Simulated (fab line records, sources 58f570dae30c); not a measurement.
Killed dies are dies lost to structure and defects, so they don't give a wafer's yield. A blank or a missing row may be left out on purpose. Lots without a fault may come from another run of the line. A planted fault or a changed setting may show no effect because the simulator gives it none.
Which tool did it? | flow berkeley_cmos170 | 14 lots, 42 wafers sampled, at 4 steps of a route of 331

WHAT THE GAUGES READ, wafer by wafer
UCB170_M2_RS_MEAS_02: measures by four-point-probe. Usual: M2_AL_RS 0.0323 ohm/sq, standard deviation 0.00041.
lot  | measured     | on            | M2_AL_RS (ohm/sq)    | flag
L521 | day 8 18:58  | film_metro-02 | 0.0329 0.0329 0.0326 |
L525 | day 9 11:19  | film_metro-02 | 0.0326 0.0326 0.0328 |
L524 | day 9 13:34  | film_metro-03 | 0.0318 0.0318 0.0319 |
L523 | day 9 13:40  | film_metro-04 | 0.0323 0.0320 0.0316 |
L527 | day 10 05:08 | film_metro-02 | 0.0324 0.0322 0.0326 |
L526 | day 10 06:16 | film_metro-03 | 0.0321 0.0324 0.0328 |
L530 | day 10 20:42 | film_metro-02 | 0.0323 0.0322 0.0323 |
L529 | day 10 21:55 | film_metro-03 | 0.0319 0.0324 0.0325 |
L536 | day 12 02:23 | film_metro-04 | 0.0317 0.0317 0.0314 |
L538 | day 12 03:13 | film_metro-03 | 0.0320 0.0324 0.0326 |
L543 | day 13 07:16 | film_metro-04 | 0.0333 0.0327 0.0326 |
L540 | day 13 07:27 | film_metro-04 | 0.0320 0.0320 0.0320 |
L542 | day 13 08:07 | film_metro-02 | 0.0321 0.0316 0.0317 |
L544 | day 14 02:51 | film_metro-02 | 0.0328 0.0321 0.0322 |

UCB170_M2_OVL_MEAS_16. Usual: M2_OVL -1 nm, standard deviation 6.1.
lot  | measured     | on         | M2_OVL (nm) | flag
L521 | day 8 20:50  | overlay-01 | -4 2 9      |
L525 | day 9 14:36  | overlay-01 | -1 -4 -3    |
L524 | day 9 15:30  | overlay-01 | 0 6 4       |
L523 | day 9 16:03  | overlay-01 | -7 -5 2     |
L527 | day 10 07:18 | overlay-01 | 0 6 11      |
L526 | day 10 08:36 | overlay-01 | 2 1 -2      |
L530 | day 10 23:59 | overlay-01 | -12 -7 -2   |
L529 | day 11 03:35 | overlay-02 | 2 7 11      |
L536 | day 12 04:21 | overlay-01 | -18 -11 -5  |
L538 | day 12 05:27 | overlay-02 | 2 -1 -8     |
L543 | day 13 11:36 | overlay-01 | 1 -3 -5     |
L540 | day 13 11:58 | overlay-02 | -1 -8 -6    |
L542 | day 13 12:43 | overlay-02 | -1 6 -1     |
L544 | day 14 05:17 | overlay-01 | -10 -14 -9  |

WHICH TOOL RAN EACH LOT (tool, then ch and the chambers of the sampled wafers, then the start)
lot  | UCB170_V1_ETCH_14                  | UCB170_V1_STRIP_15
L521 | rie_diel-02 ch 1,2,3, day 8 18:25  | plasma_asher-04 ch 0,1, day 8 18:36
L525 | rie_diel-03 ch 1,2,3, day 9 10:44  | plasma_asher-01 ch 0,1, day 9 10:55
L524 | rie_diel-02 ch 0,2,3, day 9 12:59  | plasma_asher-04 ch 0,1, day 9 13:10
L523 | rie_diel-04 ch 0,2,3, day 9 13:06  | plasma_asher-01 ch 0,1, day 9 13:17
L527 | rie_diel-03 ch 0,2,3, day 10 04:35 | plasma_asher-03 ch 0,1, day 10 04:46
L526 | rie_diel-04 ch 2,3, day 10 05:40   | plasma_asher-03 ch 0,1, day 10 05:53
L530 | rie_diel-03 ch 0,1, day 10 20:07   | plasma_asher-04 ch 0,1, day 10 20:20
L529 | rie_diel-02 ch 0,1, day 10 21:17   | plasma_asher-03 ch 0,1, day 10 21:28
L536 | rie_diel-02 ch 1,2, day 12 01:50   | plasma_asher-04 ch 0,1, day 12 02:01
L538 | rie_diel-02 ch 1,3, day 12 02:40   | plasma_asher-04 ch 0,1, day 12 02:50
L543 | rie_diel-04 ch 1,2,3, day 13 06:43 | plasma_asher-01 ch 0,1, day 13 06:54
L540 | rie_diel-03 ch 1,3, day 13 06:50   | plasma_asher-03 ch 0,1, day 13 07:01
L542 | rie_diel-04 ch 0,2,3, day 13 07:33 | plasma_asher-03 ch 0,1, day 13 07:43
L544 | rie_diel-04 ch 0,1,3, day 14 02:18 | plasma_asher-01 ch 0,1, day 14 02:29
- UCB170_V1_ETCH_14: etches SiO2 in CHF3/CF4/Ar, stops on Al, target depth 1250 nm, time 291 s.
- UCB170_V1_STRIP_15: strips in O2.

WHAT THE TOOLS THEMSELVES READ (means of the sampled wafers that have a number; where no wafer has one, the mark that the record gives instead)
UCB170_V1_ETCH_14. Usual: drypump_motor_current_A 5.8 A, standard deviation 0.53; oes_product_au 0.872 a.u., standard deviation 0.011; rf_fwd_power_W 698.2 W, standard deviation 1.9; throttle_valve_pct 6.97 %, standard deviation 0.088.
lot  | tool        | drypump_motor_current_A (A) | oes_product_au (a.u.) | rf_fwd_power_W (W) | throttle_valve_pct (%) | flag
L521 | rie_diel-02 | 5.9                         | 0.866                 | 697.5              | 6.97                   |
L525 | rie_diel-03 | 5.3                         | 0.882                 | 699.3              | 7.04                   |
L524 | rie_diel-02 | 5.7                         | 0.875                 | 700.5              | 6.94                   |
L523 | rie_diel-04 | 6.2                         | 0.865                 | 697.1              | 6.86                   |
L527 | rie_diel-03 | 5.8                         | 0.872                 | 698.3              | 7.06                   |
L526 | rie_diel-04 | 6.2                         | 0.864                 | 698.9              | 6.83                   |
L530 | rie_diel-03 | 5.7                         | 0.884                 | 698.4              | 7.00                   |
L529 | rie_diel-02 | 5.8                         | 0.864                 | 698.9              | 6.99                   |
L536 | rie_diel-02 | 6.1                         | 0.776                 | 700.0              | 7.00                   | OFF
L538 | rie_diel-02 | 5.8                         | 0.778                 | 696.8              | 6.99                   | OFF
L543 | rie_diel-04 | 6.0                         | 0.870                 | 699.1              | 6.93                   |
L540 | rie_diel-03 | 5.4                         | 0.882                 | 697.8              | 6.97                   |
L542 | rie_diel-04 | 6.2                         | 0.870                 | 697.5              | 6.87                   |
L544 | rie_diel-04 | 6.0                         | 0.877                 | 698.8              | 6.97                   |

UCB170_V1_STRIP_15. Usual: drypump_motor_current_A 5.7 A, standard deviation 0.45; oes_product_au 0.722 a.u., standard deviation 0.0045; strip_time_to_endpoint_s 15.32 s, standard deviation 0.11.
lot  | tool            | drypump_motor_current_A (A) | oes_product_au (a.u.) | strip_time_to_endpoint_s (s) | flag
L521 | plasma_asher-04 | 5.5                         | 0.720                 | 15.34                        |
L525 | plasma_asher-01 | 6.1                         | 0.724                 | 15.30                        |
L524 | plasma_asher-04 | 5.6                         | 0.719                 | 15.29                        |
L523 | plasma_asher-01 | 6.1                         | 0.723                 | 15.34                        |
L527 | plasma_asher-03 | 5.7                         | 0.724                 | 15.43                        |
L526 | plasma_asher-03 | 5.4                         | 0.723                 | 15.35                        |
L530 | plasma_asher-04 | 5.5                         | 0.720                 | 15.26                        |
L529 | plasma_asher-03 | 5.7                         | 0.716                 | 15.49                        |
L536 | plasma_asher-04 | 5.5                         | 0.720                 | 14.13                        | OFF
L538 | plasma_asher-04 | 5.6                         | 0.720                 | 14.16                        | OFF
L543 | plasma_asher-01 | 6.0                         | 0.724                 | 15.25                        |
L540 | plasma_asher-03 | 5.3                         | 0.724                 | 15.28                        |
L542 | plasma_asher-03 | 5.7                         | 0.721                 | 15.37                        |
L544 | plasma_asher-01 | 6.0                         | 0.723                 | 15.22                        |

THE ANSWER, worked out from the rows above alone
Rule: a lot is off if the mean of its wafers that have a number lies more than 3 standard deviations from the usual mean. A lot without any number at a reading at which 4 lots or more have one is off too. The other lots that the step has rows for count as sound. The gauges are gone through in route order, then the tools' own readings, and for those a lot's mean is taken as printed above. The first step at which some lot is off is used, and at that step the reading that is off furthest; a lot without a number counts as furthest.
Off: L536, L538, at UCB170_V1_ETCH_14 (oes_product_au).
A tool fits if, at that step or a process step before it, it ran every lot that is off, and no sound lot after the first of them. One fits: rie_diel-02 at UCB170_V1_ETCH_14. Its last sound lot is L529 (day 10 21:17), its first lot that is off L536 (day 12 01:50): a fault that began between those two fits.
The tool's own readings at UCB170_V1_ETCH_14 bear it out: on the lots that are off they differ by more than 5 times the standard deviation of the sound lots' means. oes_product_au reads 0.777 a.u. there against 0.873 a.u. on the sound lots.

WHAT THE SIMULATOR HAD PUT IN
Process parameter drift: rie_diel-02, from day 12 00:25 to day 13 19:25, at UCB170_V1_ETCH_14. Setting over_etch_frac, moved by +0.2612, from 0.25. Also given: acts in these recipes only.
Lots struck among those shown: L536, L538. The rule above found the same.
